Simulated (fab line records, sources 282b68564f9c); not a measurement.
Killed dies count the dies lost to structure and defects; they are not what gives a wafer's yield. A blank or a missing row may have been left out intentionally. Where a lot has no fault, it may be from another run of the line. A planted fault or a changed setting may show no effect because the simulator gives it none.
A lot that was struck, set against a sound lot :: flow rit-cmos :: 18 out of 202 route steps
Sound: these wafers, L119.1, L119.2, L119.3. Wafers struck: L128.4, L128.5, L128.6. Last of all comes the cause.
Per side, at each step with rows, come the tool, then ch with its chambers, and then its first start. Under that, the readings that differ: sound wafers :: struck wafers :: difference of the means :: sigmas: that difference in standard deviations of wafers without a fault.
alike: words and numbers the same on both sides, and readings whose means are apart by under 2 such deviations; not compared: readings that were withheld, readings missing a value for some wafer, numbers with overlapping values and no deviation given by the record, and bounds like >300 which may hide the same value.
The two part at a step that has a row with sigmas, a row that says differs or no value, or rows on one side only. When numbers do not overlap yet have no deviation, they are printed without sigmas and do not part them. A reading that every wafer of one side lacks parts them only if that side has two wafers or more.

RIT_ACTIVE_BOW_MEAS_00:
  sound on film-metro-03 at day 2 06:00; struck on film-metro-02 at day 4 03:04
  alike: INCOMING_BOW
then, 1 step without rows for these wafers: RIT_ACTIVE_OXIDATION_01 (target thk 46.8 nm, ox time 3288 s).
RIT_ACTIVE_THK_MEAS_02:
  sound on film-metro-04 at day 2 10:32; struck on film-metro-03 at day 4 05:05
  alike: ACTIVE_OXIDE_THK
then, 1 step without rows for these wafers: RIT_ACTIVE_CVD_03 (deposits Si3N4 from SiH2Cl2/NH3, target thk 150 nm, time 1500 s).
RIT_ACTIVE_THK_MEAS_04:
  sound on film-metro-04 at day 2 14:13; struck on film-metro-02 at day 4 07:09
  alike: ACTIVE_NITRIDE_THK
then, 5 steps without rows for these wafers: RIT_ACTIVE_HMDS_05 (prime time 60 s); RIT_ACTIVE_COAT_06 (resist thk 1000 nm); RIT_ACTIVE_SOFTBAKE_07 (time 60 s); RIT_ACTIVE_EXPOSE_08 (exposes mask M1, target cd 1400 nm); RIT_ACTIVE_PEB_09.
RIT_ACTIVE_DEVELOP_10: develop time 50 s.
  sound on litho-track-03 ch 0, day 2 15:00; struck on litho-track-04 ch 0, day 4 07:00
then, 1 step without rows for these wafers: RIT_ACTIVE_HARDBAKE_12 (time 60 s).
RIT_ACTIVE_ETCH_13: etches Si3N4 in SF6, stops on SiO2, time 210 s, target depth 210 nm.
  sound on rie-diel-02 ch 0,1,2, day 2 15:41; struck on rie-diel-02 ch 1,2,3, day 4 08:18
  alike: drypump-motor-current-A, oes-product-au, throttle-valve-pct
  not compared: rf-hours-counter-h
RIT_ACTIVE_STRIP_14: strips in O2, time 180 s.
  sound on plasma-asher-03 ch 0,1, day 2 15:49; struck on plasma-asher-03 ch 0,1, day 4 08:29
  alike: drypump-motor-current-A
  not compared: rf-hours-counter-h
then, 3 steps without rows for these wafers: RIT_ACTIVE_CLEAN_15 (cleans in SC1, time 600 s); RIT_ACTIVE_CLEAN_16 (cleans in dHF, time 30 s); RIT_ACTIVE_CLEAN_17 (cleans in SC2, time 600 s).
RIT_M1_PROBE_99:
  sound on prober-01 at day 4 18:32; struck on prober-01 at day 6 04:23
reading: killed-at-front-end
sound: 11 10 7
struck: 157 155 145
difference: +143
sigmas: +46

reading: killed-dies
sound: 11 10 7
struck: 157 155 145
difference: +143
sigmas: +45

reading: killed-on-rim
sound: 2 2 2
struck: 62 66 63
difference: +62
sigmas: +39
  alike: killed-at-contacts, killed-open, killed-short

== WHERE THEY PART ==
Within this record, at RIT_M1_PROBE_99 only.

WHY: the cause the simulator had injected
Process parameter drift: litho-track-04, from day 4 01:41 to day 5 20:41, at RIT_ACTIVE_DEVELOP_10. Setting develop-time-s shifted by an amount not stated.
